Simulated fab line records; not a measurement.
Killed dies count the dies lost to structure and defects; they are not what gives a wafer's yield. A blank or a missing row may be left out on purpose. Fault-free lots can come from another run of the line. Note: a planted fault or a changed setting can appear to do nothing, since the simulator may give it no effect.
Problem report in the 8D (eight disciplines) form, filled by code -- flow berkeley cmos170 -- the parts of the form that need people (team, actions taken, sign-off) are left out

## 1. WHAT WENT WRONG
strip time to endpoint s at UCB170_ACTIVE_STRIP_16 reads a mean of 19.27 s on 6 wafers of 2 lots; wafers without a fault read 18.07 s with a standard deviation of 0.096. Measured from the usual mean, that is +13 standard deviations.
The step: strips in O2.
Seen first at day 6 10:25 on plasma asher-02, wafer L486.3. The record holds 42 wafers of 14 lots with a number at this step. The rule behind "out" and "out of limits": a value lying over 4 standard deviations away from the usual mean. The other wafers with a number count as sound.

## 2. WHAT IT IS, WHAT IT ISN'T
question,is,is not
which readings at this step,strip time to endpoint s,drypump motor current A
which lots,"L486, L490","L480, L481, L484, L485, L487, L488, L489, L497, L500, L501, L502, L503"
which wafers of those lots,all that have a number,-
read on which tools,plasma asher-02,"plasma asher-01, plasma asher-04"
when,from day 6 10:25,"up to then (12 sound wafers); but 24 sound wafers of L487, L488, L489, L497, L500, L501, L502, L503 came after"

## 3. THE SUSPECTS, EACH WITH WHAT RULES IT OUT
Counting: a tool at any process step up to the reading remains a suspect when it ran all the lots that are out and ran no sound lot after the first of those.
- litho track-04 at UCB170_ACTIVE_COAT_08 (resist thk 900 nm): ruled out as a lasting fault. The sound lots L500, L502 went through it after L486, its earliest lot that is out (day 6 09:10).
- plasma asher-02 at UCB170_ACTIVE_STRIP_16 (strips in O2): kept. It ran every lot that is out, first L486 (day 6 10:25), and no sound lot after that. Its own readings are out on those wafers: strip time to endpoint s.
Remaining after the count: plasma asher-02 at UCB170_ACTIVE_STRIP_16.

## 4. THE CAUSE (what the simulator had put in)
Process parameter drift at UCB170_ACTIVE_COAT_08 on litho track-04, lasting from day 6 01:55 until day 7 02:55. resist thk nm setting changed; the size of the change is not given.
Counting ruled it out, wrongly: the rule takes a fault to strike every lot that its tool runs from its start on, and this one did not.

## 5. THE EFFECT CHAIN, in route order
One row per reading whose mean, taken over the struck wafers that have a number, lies over 3 standard deviations from the usual. Only readings whose record carries a usual standard deviation are examined. hours: median over the lots of the time between each lot's start at the first step of this table that gives one and its start at this step. sigmas: the change, counted in usual standard deviations.
hours,step,reading,usual,on struck wafers,change,sigmas
0,UCB170_ACTIVE_STRIP_16,strip time to endpoint s,18.07 s,19.27,+1.20,+13
Process steps it contains:
- UCB170_ACTIVE_STRIP_16: strips in O2.
Later measuring or inspecting steps at which every struck wafer that the step has a row for has a number for every such reading, and none has moved that far: UCB170_ACTIVE_CD_MEAS_90.

## 6. WHAT WOULD HAVE CAUGHT IT SOONER
8 hours passed between the start of the fault at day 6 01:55 and the first reading out of limits in this record, taken at day 6 10:25.
Tool readings at UCB170_ACTIVE_COAT_08 with a usual standard deviation given in the record: none out on any struck wafer, hence no alarm at a limit of 4 standard deviations on them.
